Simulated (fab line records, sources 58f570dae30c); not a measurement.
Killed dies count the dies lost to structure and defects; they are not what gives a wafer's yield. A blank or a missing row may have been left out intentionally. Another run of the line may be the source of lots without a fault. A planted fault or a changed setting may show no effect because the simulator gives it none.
Struck lot and sound lot, side by side | flow berkeley_cmos170 | 13 out of 331 route steps
Sound: these wafers, L231.1, L231.2, L231.5. The struck wafers were L228.2, L228.3, L228.5. Last of all comes the cause.
Order at every step that has rows: each side's tool, ch and its chambers, its first start. Under that, the readings that differ: sound wafers | struck wafers | difference of the means | sigmas: that difference in standard deviations of wafers without a fault.
alike: readings whose means differ by less than 2 such deviations, and words and numbers that are the same on both sides. not compared: withheld readings, readings that some wafer has no value for, bounds like >300 that may hide the same value, and numbers for which the record gives no deviation and whose values overlap.
Wherever a step has rows on one side only, a row that says differs or no value, or a row with sigmas, the two part there. Numbers that don't overlap but have no deviation are shown without sigmas and don't part them. A reading that every wafer of one side lacks parts them only if that side has two wafers or more.

UCB170_PWELL_OVL_MEAS_13:
  sound on overlay-01 at day 6 10:49; struck on overlay-01 at day 5 17:03
  alike: PWELL_OVL
UCB170_PWELL_ETCH_14: etches Si3N4 in CH3F/Ar/O2, stops on SiO2, target depth 242 nm, time 151 s.
  sound on rie_diel-01 ch 2,3, day 6 10:51; struck on rie_diel-02 ch 0,1,2, day 5 17:05
  alike: CH3F_flow_sccm, O2_flow_sccm, drypump_motor_current_A, oes_product_au, throttle_valve_pct
  not compared: rf_hours_counter_h
then, 1 step without rows for these wafers: UCB170_PWELL_IMPLANT_15.
UCB170_PWELL_STRIP_16: strips in O2.
  sound on plasma_asher-04 ch 0,1, day 6 11:06; struck on plasma_asher-04 ch 1, day 5 17:20
  alike: drypump_motor_current_A, oes_product_au, strip_time_to_endpoint_s
  not compared: rf_hours_counter_h
UCB170_PWELL_TW_MEAS_17:
  sound on film_metro-01 at day 6 11:12; struck on film_metro-03 at day 5 17:27
  alike: PWELL_TW
then, 5 steps without rows for these wafers: UCB170_PWELL_CLEAN_18 (cleans in SPM, time 600 s); UCB170_PWELL_WET_ETCH_19 (etches Si3N4 in H3PO4, time 14400 s); UCB170_PWELL_WET_ETCH_20 (etches SiO2 in BOE, time 22 s); UCB170_WELLDRIVE_CLEAN_00 (cleans in SPM, time 600 s); UCB170_WELLDRIVE_OXIDATION_01 (target thk 199 nm, ox time 9000 s).
UCB170_WELLDRIVE_THK_MEAS_02:
  sound on film_metro-02 at day 7 02:38; struck on film_metro-02 at day 6 04:49
  alike: WELLDRIVE_OXIDE_THK
then, 1 step without rows for these wafers: UCB170_WELLDRIVE_ANNEAL_03 (time 900 s).
UCB170_WELLDRIVE_WET_ETCH_04: etches SiO2 in BOE, time 120 s.
  sound on wet_bench-02 ch 1, day 7 06:20; struck on wet_bench-03 ch 3, day 6 07:37
  no value came back on the struck wafers for bath_heat_duty_pct (%), run_length_s (s); on the sound wafers bath_heat_duty_pct (%) reads 5.8 5.8 6.9
  reading                                          | sound | struck          | difference | sigmas
  model.SiO2_of_WELLDRIVE_OXIDATION_01.thk_nm (nm) | 0 0 0 | 197 196.9 196.7 | +197       |

## WHERE THEY PART
Within this record, at UCB170_WELLDRIVE_WET_ETCH_04 only.

WHY: what had been put in by the simulator
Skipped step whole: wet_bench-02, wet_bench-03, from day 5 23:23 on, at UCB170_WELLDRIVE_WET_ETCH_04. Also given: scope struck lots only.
